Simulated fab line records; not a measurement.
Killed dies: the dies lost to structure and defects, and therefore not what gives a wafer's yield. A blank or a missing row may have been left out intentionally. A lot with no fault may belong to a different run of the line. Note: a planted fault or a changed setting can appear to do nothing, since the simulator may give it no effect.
Matching of chambers | flow berkeley cmos170 | UCB170_SPACER_CVD_00 on pecvd-04 has 3 sister chambers
The step deposits SiO2 from TEOS/O2, target thk 376 nm, time 47 s. 3 wafers are shown with their chamber, then 7 later ones without.

EACH WAFER AND ITS CHAMBER
wafer  | chamber | heater power w (W)
L594.6 | 0       | 339
L600.1 | 1       | 266
L600.3 | 2       | 308

WAFERS MISSING THEIR CHAMBER
wafer  | heater power w (W)
L600.4 | 277
L607.2 | 274
L607.3 | 297
L607.6 | 300
L612.1 | 254
L612.2 | 311
L612.3 | 300

EACH ONE'S CHAMBER
wafer  | from the rows above | in truth
L600.4 | 1                   | 1
L607.2 | 1                   | 1
L607.3 | 2                   | 2
L607.6 | 2                   | 2
L612.1 | 1                   | 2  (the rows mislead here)
L612.2 | 2                   | 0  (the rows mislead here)
L612.3 | 2                   | 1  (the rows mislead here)
4 of 7 placed correctly. Not placeable from these rows: 0. Wrongly placed: 3.
How it was worked out, from the rows above alone: a wafer's distance from a chamber is the root of the sum, over the readings, of the square of ((its reading less the chamber's mean) divided by the reading's scatter). If the next closest chamber is less than 2 further off than the closest, the wafer can't be placed; otherwise it belongs to the closest. A chamber's mean is the mean of its shown wafers. The scatter: root of mean squared gap, hidden wafer to nearest shown wafer, with one shown wafer a chamber.
